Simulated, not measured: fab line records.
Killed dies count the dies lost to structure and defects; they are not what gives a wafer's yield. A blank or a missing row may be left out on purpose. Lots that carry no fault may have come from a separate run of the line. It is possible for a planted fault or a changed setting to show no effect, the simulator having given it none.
Chamber matching ; flow berkeley cmos170 ; UCB170_ZERO_ETCH_06 on rie diel-04 has 4 sister chambers
The step etches SiO2 in CHF3/CF4/Ar, time 12 s. 8 wafers are shown with their chamber, then 8 later ones without.

## EACH WAFER AND ITS CHAMBER
wafer;chamber;throttle valve pct (%);drypump motor current A (A)
L957.5;0;9.38;5.4
L959.3;2;9.01;5.9
L959.4;3;9.11;5.2
L959.5;1;9.19;5.5
L961.1;0;9.38;5.4
L961.2;3;9.11;5.2
L961.3;1;9.17;5.5
L972.3;2;9.01;6.0

## WAFERS WITH NO CHAMBER GIVEN
wafer;throttle valve pct (%);drypump motor current A (A)
L972.4;9.12;5.2
L972.5;9.40;5.4
L977.2;9.39;5.4
L977.4;9.03;5.9
L977.6;9.17;5.4
L978.1;9.19;5.4
L978.3;9.01;6.0
L978.4;9.02;6.0

## EACH ONE'S CHAMBER
wafer;from the rows above;in truth
L972.4;3;3
L972.5;0;0
L977.2;0;0
L977.4;2;2
L977.6;1;1
L978.1;1;1
L978.3;2;2
L978.4;2;2
Correct placement for 8 of the 8. Left unplaced by these rows: 0. Placed wrongly: 0.
How it was worked out, from the rows above alone: a wafer's distance from a chamber is the root of the sum, over the readings, of the square of ((its reading less the chamber's mean) divided by the reading's scatter). The wafer belongs to the nearest chamber; if the next one is less than 2 further off, it can't be placed. For every chamber, the mean is computed from those of its wafers that are shown. The scatter is the square root of a quotient: the sum, over the shown wafers, of each reading's squared deviation from its chamber's mean, divided by wafers minus chambers.
